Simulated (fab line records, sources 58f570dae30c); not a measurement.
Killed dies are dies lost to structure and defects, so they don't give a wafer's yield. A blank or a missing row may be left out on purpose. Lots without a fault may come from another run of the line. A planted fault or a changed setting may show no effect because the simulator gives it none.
A struck lot beside a sound one | flow berkeley_cmos170 | 14 steps out of a route of 331
Sound: wafers L600.2, L600.3, L600.4. Struck: wafers L603.1, L603.3, L603.6. The cause comes at the end.
At each step with rows: each side's tool, then ch and its chambers, then its first start. Under that, the readings that differ: sound wafers | struck wafers | difference of the means | sigmas: that difference in standard deviations of wafers without a fault.
alike: readings whose means differ by less than 2 such deviations, and words and numbers that are the same on both sides. not compared: withheld readings, readings that some wafer has no value for, bounds like >300 that may hide the same value, and numbers for which the record gives no deviation and whose values overlap.
The two part at a step that has a row with sigmas, a row that says differs or no value, or rows on one side only. Numbers that don't overlap but have no deviation are shown without sigmas and don't part them. A reading that every wafer of one side lacks parts them only if that side has two wafers or more.

first, 1 step without rows for these wafers: UCB170_ZERO_DEVELOP_05 (develop time 45 s).
UCB170_ZERO_ETCH_06: etches SiO2 in CHF3/CF4/Ar, time 12 s.
  sound on rie_diel-03 ch 0,1,2, day 4 12:00; struck on rie_diel-02 ch 1,3, day 5 01:37
  alike: chamber_pressure_mTorr, drypump_motor_current_A, oes_product_au, rf_fwd_power_W, throttle_valve_pct
  not compared: rf_hours_counter_h
UCB170_ZERO_STRIP_07: strips in O2.
  sound on plasma_asher-03 ch 0,1, day 4 12:02; struck on plasma_asher-02 ch 0, day 5 01:38
  alike: chamber_pressure_mTorr, drypump_motor_current_A, oes_product_au, strip_time_to_endpoint_s
  not compared: rf_hours_counter_h
then, 2 steps without rows for these wafers: UCB170_NWELL_WET_ETCH_00 (etches SiO2 in dHF, time 200 s); UCB170_NWELL_OXIDATION_01 (target thk 26.4 nm, ox time 1260 s).
UCB170_NWELL_THK_MEAS_02:
  sound on film_metro-01, day 4 15:11; struck on film_metro-03, day 5 07:19
  alike: NWELL_OXIDE_THK
then, 2 steps without rows for these wafers: UCB170_NWELL_ANNEAL_03 (time 900 s); UCB170_NWELL_CVD_04 (deposits Si3N4 from SiH2Cl2/NH3, target thk 224 nm, time 3360 s).
UCB170_NWELL_THK_MEAS_05:
  sound on film_metro-01, day 4 19:43; struck on film_metro-01, day 5 15:13
  alike: NWELL_NITRIDE_THK
then, 3 steps without rows for these wafers: UCB170_NWELL_HMDS_06 (prime time 60 s); UCB170_NWELL_COAT_07 (resist thk 900 nm); UCB170_NWELL_SOFTBAKE_08 (time 60 s).
UCB170_NWELL_EXPOSE_09: exposes mask NWELL, target cd 3000 nm.
  sound on krf_scanner-01 ch 0, day 4 20:14; struck on krf_scanner-02, day 5 15:51
  no value came back on the struck wafers for exposure_dose_mJ_cm2, focus_offset_nm (nm), na; on the sound wafers exposure_dose_mJ_cm2 reads 25.018 25.057 25.018
  alike: mask
then, 1 step without rows for these wafers: UCB170_NWELL_PEB_10.

WHERE THEY PART
Only at UCB170_NWELL_EXPOSE_09, within this record.

WHY: what the simulator had put in
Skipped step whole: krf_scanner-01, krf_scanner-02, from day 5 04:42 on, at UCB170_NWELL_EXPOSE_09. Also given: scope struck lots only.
